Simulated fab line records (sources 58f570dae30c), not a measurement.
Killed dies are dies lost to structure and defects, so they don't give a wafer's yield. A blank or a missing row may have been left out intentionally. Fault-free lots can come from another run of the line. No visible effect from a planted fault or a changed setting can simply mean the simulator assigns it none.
Which tool is to blame? / flow berkeleyCmos170 / 14 lots with 42 wafers sampled at 4 steps, on a route of 331 steps

WHAT THE GAUGES SHOWED, per wafer
UCB170_NWELL_THK_MEAS_05.
lot=L223; measured=day 2 13:14; on=filmMetro-01; NWELL_NITRIDE_THK (nm)=225.0 224.5 223.6
lot=L224; measured=day 2 13:14; on=filmMetro-03; NWELL_NITRIDE_THK (nm)=226.7 226.6 225.1
lot=L228; measured=day 3 10:41; on=filmMetro-01; NWELL_NITRIDE_THK (nm)=222.0 222.6 222.6
lot=L227; measured=day 3 10:43; on=filmMetro-02; NWELL_NITRIDE_THK (nm)=224.3 224.9 225.2
lot=L229; measured=day 3 15:39; on=filmMetro-02; NWELL_NITRIDE_THK (nm)=224.0 225.4 223.3
lot=L230; measured=day 3 21:26; on=filmMetro-03; NWELL_NITRIDE_THK (nm)=223.0 224.6 225.3
lot=L232; measured=day 3 21:26; on=filmMetro-02; NWELL_NITRIDE_THK (nm)=223.4 224.4 222.5
lot=L231; measured=day 3 21:28; on=filmMetro-01; NWELL_NITRIDE_THK (nm)=225.3 227.2 226.9
lot=L233; measured=day 4 10:08; on=filmMetro-02; NWELL_NITRIDE_THK (nm)=227.2 228.0 227.0
lot=L235; measured=day 4 16:45; on=filmMetro-01; NWELL_NITRIDE_THK (nm)=221.4 221.6 221.4
lot=L237; measured=day 5 10:22; on=filmMetro-01; NWELL_NITRIDE_THK (nm)=226.8 225.1 223.5
lot=L241; measured=day 5 22:25; on=filmMetro-01; NWELL_NITRIDE_THK (nm)=223.8 223.8 222.6
lot=L244; measured=day 6 20:00; on=filmMetro-02; NWELL_NITRIDE_THK (nm)=222.8 225.8 226.1
lot=L246; measured=day 7 01:28; on=filmMetro-02; NWELL_NITRIDE_THK (nm)=225.0 223.8 223.1

UCB170_V1_OVL_MEAS_13.
lot=L223; measured=day 7 18:04; on=overlay-02; V1_OVL (nm)=0 3 3
lot=L224; measured=day 7 21:56; on=overlay-02; V1_OVL (nm)=11 1 1
lot=L228; measured=day 9 03:08; on=overlay-01; V1_OVL (nm)=-4 0 -3
lot=L227; measured=day 9 00:19; on=overlay-02; V1_OVL (nm)=9 3 6
lot=L229; measured=day 10 00:22; on=overlay-01; V1_OVL (nm)=2 11 -3
lot=L230; measured=day 10 00:05; on=overlay-01; V1_OVL (nm)=5 6 4
lot=L232; measured=day 10 00:40; on=overlay-01; V1_OVL (nm)=5 7 3
lot=L231; measured=day 10 00:09; on=overlay-01; V1_OVL (nm)=6 9 8
lot=L233; measured=day 10 01:05; on=overlay-01; V1_OVL (nm)=4 8 5
lot=L235; measured=day 10 09:52; on=overlay-02; V1_OVL (nm)=9 5 4
lot=L237; measured=day 11 04:39; on=overlay-01; V1_OVL (nm)=-7 -2 -4
lot=L241; measured=day 11 11:41; on=overlay-02; V1_OVL (nm)=5 3 2

TOOL THAT RAN EACH LOT (tool first, then ch and the chambers of the sampled wafers, then the start)
lot=L223; UCB170_PWELL_STRIP_16=plasmaAsher-02 ch 0,1, day 3 09:04; UCB170_BACKSIDE_STRIP_03=plasmaAsher-02 ch 0,1, day 7 06:30
lot=L224; UCB170_PWELL_STRIP_16=plasmaAsher-04 ch 0,1, day 3 09:20; UCB170_BACKSIDE_STRIP_03=plasmaAsher-03 ch 0,1, day 7 06:57
lot=L228; UCB170_PWELL_STRIP_16=plasmaAsher-02 ch 0,1, day 4 05:32; UCB170_BACKSIDE_STRIP_03=plasmaAsher-03 ch 0,1, day 8 11:33
lot=L227; UCB170_PWELL_STRIP_16=plasmaAsher-01 ch 0,1, day 4 05:49; UCB170_BACKSIDE_STRIP_03=plasmaAsher-02 ch 0,1, day 8 11:10
lot=L229; UCB170_PWELL_STRIP_16=plasmaAsher-02 ch 0,1, day 4 12:46; UCB170_BACKSIDE_STRIP_03=plasmaAsher-03 ch 0,1, day 9 08:17
lot=L230; UCB170_PWELL_STRIP_16=plasmaAsher-04 ch 0,1, day 5 02:35; UCB170_BACKSIDE_STRIP_03=plasmaAsher-03 ch 0,1, day 9 07:34
lot=L232; UCB170_PWELL_STRIP_16=plasmaAsher-02 ch 0,1, day 5 02:24; UCB170_BACKSIDE_STRIP_03=plasmaAsher-02 ch 0,1, day 9 08:02
lot=L231; UCB170_PWELL_STRIP_16=plasmaAsher-04 ch 0,1, day 5 02:25; UCB170_BACKSIDE_STRIP_03=plasmaAsher-01 ch 0,1, day 9 07:47
lot=L233; UCB170_PWELL_STRIP_16=plasmaAsher-02 ch 0,1, day 5 10:44; UCB170_BACKSIDE_STRIP_03=plasmaAsher-01 ch 0,1, day 9 11:23
lot=L235; UCB170_PWELL_STRIP_16=plasmaAsher-02 ch 0,1, day 5 11:57; UCB170_BACKSIDE_STRIP_03=plasmaAsher-02 ch 0,1, day 9 12:10
lot=L237; UCB170_PWELL_STRIP_16=plasmaAsher-01 ch 0,1, day 6 04:26; UCB170_BACKSIDE_STRIP_03=plasmaAsher-02 ch 0,1, day 10 13:53
lot=L241; UCB170_PWELL_STRIP_16=plasmaAsher-04 ch 0,1, day 6 18:08; UCB170_BACKSIDE_STRIP_03=plasmaAsher-02 ch 0,1, day 10 20:04
lot=L244; UCB170_PWELL_STRIP_16=plasmaAsher-04 ch 0, day 7 16:59; UCB170_BACKSIDE_STRIP_03=-
lot=L246; UCB170_PWELL_STRIP_16=plasmaAsher-04 ch 0,1, day 7 22:29; UCB170_BACKSIDE_STRIP_03=-
- UCB170_PWELL_STRIP_16: strips in O2.
- UCB170_BACKSIDE_STRIP_03: strips in O2.

AS READ BY THE TOOLS THEMSELVES (means over the sampled wafers that have a number; for cases with no such wafer, the mark the record gives instead)
UCB170_PWELL_STRIP_16.
lot=L223; tool=plasmaAsher-02; chamberPressureMTorr (mTorr)=3503; drypumpMotorCurrentA (A)=6.1; oesProductAu (a.u.)=0.717; stripTimeToEndpointS (s)=18.11
lot=L224; tool=plasmaAsher-04; chamberPressureMTorr (mTorr)=3502; drypumpMotorCurrentA (A)=6.1; oesProductAu (a.u.)=0.726; stripTimeToEndpointS (s)=18.06
lot=L228; tool=plasmaAsher-02; chamberPressureMTorr (mTorr)=3502; drypumpMotorCurrentA (A)=6.1; oesProductAu (a.u.)=0.714; stripTimeToEndpointS (s)=18.16
lot=L227; tool=plasmaAsher-01; chamberPressureMTorr (mTorr)=3500; drypumpMotorCurrentA (A)=5.5; oesProductAu (a.u.)=0.721; stripTimeToEndpointS (s)=17.99
lot=L229; tool=plasmaAsher-02; chamberPressureMTorr (mTorr)=3502; drypumpMotorCurrentA (A)=6.0; oesProductAu (a.u.)=0.720; stripTimeToEndpointS (s)=18.04
lot=L230; tool=plasmaAsher-04; chamberPressureMTorr (mTorr)=3496; drypumpMotorCurrentA (A)=5.6; oesProductAu (a.u.)=0.722; stripTimeToEndpointS (s)=18.14
lot=L232; tool=plasmaAsher-02; chamberPressureMTorr (mTorr)=3502; drypumpMotorCurrentA (A)=6.0; oesProductAu (a.u.)=0.724; stripTimeToEndpointS (s)=18.15
lot=L231; tool=plasmaAsher-04; chamberPressureMTorr (mTorr)=3499; drypumpMotorCurrentA (A)=5.6; oesProductAu (a.u.)=0.721; stripTimeToEndpointS (s)=18.02
lot=L233; tool=plasmaAsher-02; chamberPressureMTorr (mTorr)=3499; drypumpMotorCurrentA (A)=6.1; oesProductAu (a.u.)=0.723; stripTimeToEndpointS (s)=18.17
lot=L235; tool=plasmaAsher-02; chamberPressureMTorr (mTorr)=3498; drypumpMotorCurrentA (A)=6.1; oesProductAu (a.u.)=0.723; stripTimeToEndpointS (s)=18.07
lot=L237; tool=plasmaAsher-01; chamberPressureMTorr (mTorr)=3501; drypumpMotorCurrentA (A)=5.5; oesProductAu (a.u.)=0.721; stripTimeToEndpointS (s)=18.19
lot=L241; tool=plasmaAsher-04; chamberPressureMTorr (mTorr)=3503; drypumpMotorCurrentA (A)=5.6; oesProductAu (a.u.)=0.723; stripTimeToEndpointS (s)=18.15
lot=L244; tool=plasmaAsher-04; chamberPressureMTorr (mTorr)=-; drypumpMotorCurrentA (A)=-; oesProductAu (a.u.)=-; stripTimeToEndpointS (s)=-
lot=L246; tool=plasmaAsher-04; chamberPressureMTorr (mTorr)=-; drypumpMotorCurrentA (A)=-; oesProductAu (a.u.)=-; stripTimeToEndpointS (s)=-

UCB170_BACKSIDE_STRIP_03.
lot=L223; tool=plasmaAsher-02; chamberPressureMTorr (mTorr)=3500; drypumpMotorCurrentA (A)=6.1; oesProductAu (a.u.)=0.734; stripTimeToEndpointS (s)=22.10
lot=L224; tool=plasmaAsher-03; chamberPressureMTorr (mTorr)=3498; drypumpMotorCurrentA (A)=5.6; oesProductAu (a.u.)=0.732; stripTimeToEndpointS (s)=22.05
lot=L228; tool=plasmaAsher-03; chamberPressureMTorr (mTorr)=3502; drypumpMotorCurrentA (A)=5.7; oesProductAu (a.u.)=0.731; stripTimeToEndpointS (s)=21.98
lot=L227; tool=plasmaAsher-02; chamberPressureMTorr (mTorr)=3501; drypumpMotorCurrentA (A)=6.0; oesProductAu (a.u.)=0.732; stripTimeToEndpointS (s)=21.94
lot=L229; tool=plasmaAsher-03; chamberPressureMTorr (mTorr)=3496; drypumpMotorCurrentA (A)=5.3; oesProductAu (a.u.)=0.735; stripTimeToEndpointS (s)=22.00
lot=L230; tool=plasmaAsher-03; chamberPressureMTorr (mTorr)=3500; drypumpMotorCurrentA (A)=5.3; oesProductAu (a.u.)=0.732; stripTimeToEndpointS (s)=22.10
lot=L232; tool=plasmaAsher-02; chamberPressureMTorr (mTorr)=3500; drypumpMotorCurrentA (A)=6.1; oesProductAu (a.u.)=0.735; stripTimeToEndpointS (s)=21.95
lot=L231; tool=plasmaAsher-01; chamberPressureMTorr (mTorr)=3502; drypumpMotorCurrentA (A)=5.6; oesProductAu (a.u.)=0.735; stripTimeToEndpointS (s)=21.95
lot=L233; tool=plasmaAsher-01; chamberPressureMTorr (mTorr)=3499; drypumpMotorCurrentA (A)=5.5; oesProductAu (a.u.)=0.733; stripTimeToEndpointS (s)=22.02
lot=L235; tool=plasmaAsher-02; chamberPressureMTorr (mTorr)=3498; drypumpMotorCurrentA (A)=6.1; oesProductAu (a.u.)=0.737; stripTimeToEndpointS (s)=21.99
lot=L237; tool=plasmaAsher-02; chamberPressureMTorr (mTorr)=3499; drypumpMotorCurrentA (A)=6.0; oesProductAu (a.u.)=0.736; stripTimeToEndpointS (s)=21.97
lot=L241; tool=plasmaAsher-02; chamberPressureMTorr (mTorr)=3501; drypumpMotorCurrentA (A)=6.0; oesProductAu (a.u.)=0.734; stripTimeToEndpointS (s)=21.92

THE ANSWER, worked out from the rows above alone
Rule: usual is defined by the lots themselves. Put in order of their means at a reading, lots are off if they are a third of the lots or fewer, leave a main group of 4 or more, and stand apart from it by a gap of 3 or more times the standard deviation of the main group's means; of several such gaps the widest counts. A main group is skipped when, at the precision printed for the reading in the tables above, its means are all equal. Also off: a lot with no number at a reading for which 4 or more lots have one. The other lots that the step has rows for count as sound. The gauges are gone through in route order, then the tools' own readings, and for those a lot's mean is taken as printed above. At the first step where some lot is off, the reading lying furthest off is the one used; lots without a number count as furthest.
Off: L244, L246 (UCB170_PWELL_STRIP_16, chamberPressureMTorr). Without a number there: L244, L246. The main group: mean 3501 mTorr, standard deviation 2.1.
If a tool, at that step or one of the process steps before it, ran each lot that is off and ran no sound lot following the first of them, it fits. One fits: UCB170_PWELL_STRIP_16 on plasmaAsher-04. A fault onset in the window from L241 (day 6 18:08, its last sound lot) to L244 (day 7 16:59, its first lot off) fits.
Blank at UCB170_PWELL_STRIP_16 on the lots that are off, where sound lots have numbers: chamberPressureMTorr, drypumpMotorCurrentA, oesProductAu, stripTimeToEndpointS.

WHAT THE SIMULATOR PUT IN
Entire step skipped (plasmaAsher-04, UCB170_PWELL_STRIP_16), from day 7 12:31 onward. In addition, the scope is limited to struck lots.
Lots struck among those shown: L244, L246. The rule given above showed the same thing.
